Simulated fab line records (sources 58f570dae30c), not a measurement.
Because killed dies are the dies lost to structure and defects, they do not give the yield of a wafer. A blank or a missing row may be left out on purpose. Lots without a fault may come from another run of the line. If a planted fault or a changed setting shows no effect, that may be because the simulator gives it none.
The tool behind it: which one? :: flow berkeley-cmos170 :: Sampling: 14 lots, 42 wafers, 4 of 331 route steps

## WHAT THE GAUGES READ, wafer by wafer
UCB170_M3_CD_MEAS_15 targets a cd of 700 nm.
lot: L551
measured: day 8 05:14
on: cd-sem-01
cd-nm (nm): 699.7 699.4 699.2

lot: L552
measured: day 8 17:34
on: cd-sem-02
cd-nm (nm): 699.4 699.6 700.9

lot: L553
measured: day 8 18:09
on: cd-sem-02
cd-nm (nm): 698.8 698.1 698.1

lot: L554
measured: day 9 07:29
on: cd-sem-02
cd-nm (nm): 698.6 698.2 698.9

lot: L555
measured: day 9 07:58
on: cd-sem-01
cd-nm (nm): 698.1 698.4 698.0

lot: L556
measured: day 9 07:44
on: cd-sem-01
cd-nm (nm): 701.5 701.1 702.5

lot: L559
measured: day 10 03:12
on: cd-sem-02
cd-nm (nm): 702.3 701.2 700.9

lot: L560
measured: day 10 03:56
on: cd-sem-02
cd-nm (nm): 700.3 701.7 701.1

lot: L558
measured: day 10 04:55
on: cd-sem-02
cd-nm (nm): 702.1 701.6 702.9

lot: L561
measured: day 10 23:01
on: cd-sem-01
cd-nm (nm): 697.9 699.1 698.1

lot: L566
measured: day 11 08:55
on: cd-sem-02
cd-nm (nm): 701.0 698.8 699.5

lot: L567
measured: day 11 10:19
on: cd-sem-02
cd-nm (nm): 702.2 700.6 702.4

lot: L571
measured: day 12 03:43
on: cd-sem-02
cd-nm (nm): 700.7 698.3 698.9

lot: L572
measured: day 12 05:13
on: cd-sem-01
cd-nm (nm): 702.4 701.7 702.5

## EACH LOT AND THE TOOL THAT RAN IT (in order: tool; ch and the chambers of the sampled wafers; start)
lot: L551
UCB170_CONTACT_STRIP_06: plasma-asher-01 ch 0,1, day 7 10:24
UCB170_M1_METAL_ETCH_12: rie-metal-02 ch 0,1, day 7 13:59
UCB170_M2_STRIP_07: plasma-asher-03 ch 0,1, day 7 21:47

lot: L552
UCB170_CONTACT_STRIP_06: plasma-asher-02 ch 0,1, day 7 23:21
UCB170_M1_METAL_ETCH_12: rie-metal-02 ch 0,1, day 8 03:03
UCB170_M2_STRIP_07: plasma-asher-03 ch 0,1, day 8 10:34

lot: L553
UCB170_CONTACT_STRIP_06: plasma-asher-03 ch 0,1, day 7 23:31
UCB170_M1_METAL_ETCH_12: rie-metal-03 ch 0,1, day 8 03:46
UCB170_M2_STRIP_07: plasma-asher-04 ch 0,1, day 8 11:01

lot: L554
UCB170_CONTACT_STRIP_06: plasma-asher-03 ch 0,1, day 8 10:04
UCB170_M1_METAL_ETCH_12: rie-metal-03 ch 0,1, day 8 14:14
UCB170_M2_STRIP_07: plasma-asher-04 ch 0,1, day 8 22:47

lot: L555
UCB170_CONTACT_STRIP_06: plasma-asher-01 ch 0,1, day 8 10:31
UCB170_M1_METAL_ETCH_12: rie-metal-01 ch 0,1, day 8 14:29
UCB170_M2_STRIP_07: plasma-asher-04 ch 0,1, day 8 23:32

lot: L556
UCB170_CONTACT_STRIP_06: plasma-asher-03 ch 0,1, day 8 12:23
UCB170_M1_METAL_ETCH_12: rie-metal-02 ch 0,1, day 8 15:34
UCB170_M2_STRIP_07: plasma-asher-02 ch 1, day 8 22:59

lot: L559
UCB170_CONTACT_STRIP_06: plasma-asher-03 ch 0,1, day 9 01:44
UCB170_M1_METAL_ETCH_12: rie-metal-01 ch 0,1, day 9 07:11
UCB170_M2_STRIP_07: plasma-asher-04 ch 0,1, day 9 18:56

lot: L560
UCB170_CONTACT_STRIP_06: plasma-asher-01 ch 0,1, day 9 01:44
UCB170_M1_METAL_ETCH_12: rie-metal-03 ch 0,1, day 9 07:01
UCB170_M2_STRIP_07: plasma-asher-02 ch 0,1, day 9 18:58

lot: L558
UCB170_CONTACT_STRIP_06: plasma-asher-01 ch 0, day 9 04:17
UCB170_M1_METAL_ETCH_12: rie-metal-02 ch 0,1, day 9 08:26
UCB170_M2_STRIP_07: plasma-asher-04 ch 0, day 9 19:39

lot: L561
UCB170_CONTACT_STRIP_06: plasma-asher-01 ch 0,1, day 9 19:23
UCB170_M1_METAL_ETCH_12: rie-metal-03 ch 0,1, day 10 00:38
UCB170_M2_STRIP_07: plasma-asher-02 ch 0,1, day 10 11:53

lot: L566
UCB170_CONTACT_STRIP_06: plasma-asher-01 ch 0,1, day 10 13:07
UCB170_M1_METAL_ETCH_12: rie-metal-02 ch 0,1, day 10 17:40
UCB170_M2_STRIP_07: plasma-asher-04 ch 0,1, day 11 00:17

lot: L567
UCB170_CONTACT_STRIP_06: plasma-asher-03 ch 0,1, day 10 14:19
UCB170_M1_METAL_ETCH_12: rie-metal-03 ch 0,1, day 10 18:50
UCB170_M2_STRIP_07: plasma-asher-02 ch 0,1, day 11 00:29

lot: L571
UCB170_CONTACT_STRIP_06: plasma-asher-02 ch 0,1, day 11 06:59
UCB170_M1_METAL_ETCH_12: rie-metal-03 ch 0,1, day 11 13:02
UCB170_M2_STRIP_07: plasma-asher-03 ch 0,1, day 11 19:07

lot: L572
UCB170_CONTACT_STRIP_06: plasma-asher-01 ch 0,1, day 11 07:26
UCB170_M1_METAL_ETCH_12: rie-metal-02 ch 0,1, day 11 13:22
UCB170_M2_STRIP_07: plasma-asher-02 ch 0,1, day 11 20:55
- UCB170_CONTACT_STRIP_06: strips in O2.
- UCB170_M1_METAL_ETCH_12: etches Al in Cl2/BCl3, stops on PSG, target depth 780 nm, time 130 s.
- UCB170_M2_STRIP_07: strips in O2.

## WHAT THE TOOLS THEMSELVES READ (means of the sampled wafers that have a number; where no wafer has one, the mark that the record gives instead)
UCB170_CONTACT_STRIP_06.
lot: L551
tool: plasma-asher-01
drypump-motor-current-A (A): 5.45
oes-product-au (a.u.): 0.731
strip-time-to-endpoint-s (s): 21.99

lot: L552
tool: plasma-asher-02
drypump-motor-current-A (A): 5.78
oes-product-au (a.u.): 0.733
strip-time-to-endpoint-s (s): 21.98

lot: L553
tool: plasma-asher-03
drypump-motor-current-A (A): 5.54
oes-product-au (a.u.): 0.729
strip-time-to-endpoint-s (s): 22.01

lot: L554
tool: plasma-asher-03
drypump-motor-current-A (A): 5.56
oes-product-au (a.u.): 0.732
strip-time-to-endpoint-s (s): 22.00

lot: L555
tool: plasma-asher-01
drypump-motor-current-A (A): 5.44
oes-product-au (a.u.): 0.738
strip-time-to-endpoint-s (s): 21.97

lot: L556
tool: plasma-asher-03
drypump-motor-current-A (A): 5.55
oes-product-au (a.u.): 0.739
strip-time-to-endpoint-s (s): 22.01

lot: L559
tool: plasma-asher-03
drypump-motor-current-A (A): 5.53
oes-product-au (a.u.): 0.737
strip-time-to-endpoint-s (s): 21.93

lot: L560
tool: plasma-asher-01
drypump-motor-current-A (A): 5.46
oes-product-au (a.u.): 0.733
strip-time-to-endpoint-s (s): 21.89

lot: L558
tool: plasma-asher-01
drypump-motor-current-A (A): 5.43
oes-product-au (a.u.): 0.734
strip-time-to-endpoint-s (s): 22.02

lot: L561
tool: plasma-asher-01
drypump-motor-current-A (A): 5.47
oes-product-au (a.u.): 0.733
strip-time-to-endpoint-s (s): 21.96

lot: L566
tool: plasma-asher-01
drypump-motor-current-A (A): 5.48
oes-product-au (a.u.): 0.732
strip-time-to-endpoint-s (s): 21.88

lot: L567
tool: plasma-asher-03
drypump-motor-current-A (A): 5.54
oes-product-au (a.u.): 0.733
strip-time-to-endpoint-s (s): 21.93

lot: L571
tool: plasma-asher-02
drypump-motor-current-A (A): 5.64
oes-product-au (a.u.): 0.736
strip-time-to-endpoint-s (s): 22.01

lot: L572
tool: plasma-asher-01
drypump-motor-current-A (A): 5.47
oes-product-au (a.u.): 0.739
strip-time-to-endpoint-s (s): 21.92

UCB170_M1_METAL_ETCH_12.
lot: L551
tool: rie-metal-02
drypump-motor-current-A (A): 5.1
oes-product-au (a.u.): 0.840
throttle-valve-pct (%): 24.37

lot: L552
tool: rie-metal-02
drypump-motor-current-A (A): 5.0
oes-product-au (a.u.): 0.844
throttle-valve-pct (%): 24.44

lot: L553
tool: rie-metal-03
drypump-motor-current-A (A): 6.0
oes-product-au (a.u.): 0.847
throttle-valve-pct (%): 24.14

lot: L554
tool: rie-metal-03
drypump-motor-current-A (A): 6.0
oes-product-au (a.u.): 0.841
throttle-valve-pct (%): 24.15

lot: L555
tool: rie-metal-01
drypump-motor-current-A (A): 6.0
oes-product-au (a.u.): 0.859
throttle-valve-pct (%): 24.67

lot: L556
tool: rie-metal-02
drypump-motor-current-A (A): 5.1
oes-product-au (a.u.): 0.844
throttle-valve-pct (%): 24.45

lot: L559
tool: rie-metal-01
drypump-motor-current-A (A): 5.9
oes-product-au (a.u.): 0.845
throttle-valve-pct (%): 24.68

lot: L560
tool: rie-metal-03
drypump-motor-current-A (A): 6.0
oes-product-au (a.u.): 0.845
throttle-valve-pct (%): 24.15

lot: L558
tool: rie-metal-02
drypump-motor-current-A (A): 5.0
oes-product-au (a.u.): 0.840
throttle-valve-pct (%): 24.46

lot: L561
tool: rie-metal-03
drypump-motor-current-A (A): 6.0
oes-product-au (a.u.): 0.839
throttle-valve-pct (%): 24.15

lot: L566
tool: rie-metal-02
drypump-motor-current-A (A): 5.1
oes-product-au (a.u.): 0.850
throttle-valve-pct (%): 24.35

lot: L567
tool: rie-metal-03
drypump-motor-current-A (A): 6.0
oes-product-au (a.u.): 0.846
throttle-valve-pct (%): 24.14

lot: L571
tool: rie-metal-03
drypump-motor-current-A (A): 6.0
oes-product-au (a.u.): 0.844
throttle-valve-pct (%): 24.14

lot: L572
tool: rie-metal-02
drypump-motor-current-A (A): 5.1
oes-product-au (a.u.): 0.831
throttle-valve-pct (%): 24.44

UCB170_M2_STRIP_07.
lot: L551
tool: plasma-asher-03
drypump-motor-current-A (A): 5.6
oes-product-au (a.u.): 0.738
strip-time-to-endpoint-s (s): 22.05

lot: L552
tool: plasma-asher-03
drypump-motor-current-A (A): 5.6
oes-product-au (a.u.): 0.734
strip-time-to-endpoint-s (s): 21.99

lot: L553
tool: plasma-asher-04
drypump-motor-current-A (A): 6.1
oes-product-au (a.u.): 0.733
strip-time-to-endpoint-s (s): 21.98

lot: L554
tool: plasma-asher-04
drypump-motor-current-A (A): 6.3
oes-product-au (a.u.): 0.735
strip-time-to-endpoint-s (s): 21.98

lot: L555
tool: plasma-asher-04
drypump-motor-current-A (A): 6.1
oes-product-au (a.u.): 0.740
strip-time-to-endpoint-s (s): 22.02

lot: L556
tool: plasma-asher-02
drypump-motor-current-A (A): 5.6
oes-product-au (a.u.): 0.735
strip-time-to-endpoint-s (s): 22.01

lot: L559
tool: plasma-asher-04
drypump-motor-current-A (A): 6.1
oes-product-au (a.u.): 0.730
strip-time-to-endpoint-s (s): 21.91

lot: L560
tool: plasma-asher-02
drypump-motor-current-A (A): 5.8
oes-product-au (a.u.): 0.737
strip-time-to-endpoint-s (s): 21.97

lot: L558
tool: plasma-asher-04
drypump-motor-current-A (A): 5.9
oes-product-au (a.u.): 0.728
strip-time-to-endpoint-s (s): 21.85

lot: L561
tool: plasma-asher-02
drypump-motor-current-A (A): 5.8
oes-product-au (a.u.): 0.744
strip-time-to-endpoint-s (s): 21.99

lot: L566
tool: plasma-asher-04
drypump-motor-current-A (A): 6.3
oes-product-au (a.u.): 0.745
strip-time-to-endpoint-s (s): 22.03

lot: L567
tool: plasma-asher-02
drypump-motor-current-A (A): 5.8
oes-product-au (a.u.): 0.736
strip-time-to-endpoint-s (s): 21.81

lot: L571
tool: plasma-asher-03
drypump-motor-current-A (A): 5.6
oes-product-au (a.u.): 0.733
strip-time-to-endpoint-s (s): 22.05

lot: L572
tool: plasma-asher-02
drypump-motor-current-A (A): 5.8
oes-product-au (a.u.): 0.731
strip-time-to-endpoint-s (s): 22.06

## THE ANSWER, worked out from the rows above alone
Rule: the lots themselves supply what counts as usual. The widest of any qualifying gaps counts: lots, ordered by their means at a reading, are off when they make up no more than a third of the lots, leave a main group of 4 or more, and stand apart from it by 3 or more times the standard deviation of that group's means. A main group is skipped when, at the precision printed for the reading in the tables above, its means are all equal. A lot without any number at a reading at which 4 lots or more have one is off too. The other lots that the step has rows for count as sound. First the gauges in route order, then the tools' own readings, where a lot's mean is used as printed above. The first step at which some lot is off is used, and at that step the reading that is off furthest; a lot without a number counts as furthest.
Across all readings shown, no lot is off: no conclusion can be drawn from this.

## WHAT THE SIMULATOR HAD PUT IN
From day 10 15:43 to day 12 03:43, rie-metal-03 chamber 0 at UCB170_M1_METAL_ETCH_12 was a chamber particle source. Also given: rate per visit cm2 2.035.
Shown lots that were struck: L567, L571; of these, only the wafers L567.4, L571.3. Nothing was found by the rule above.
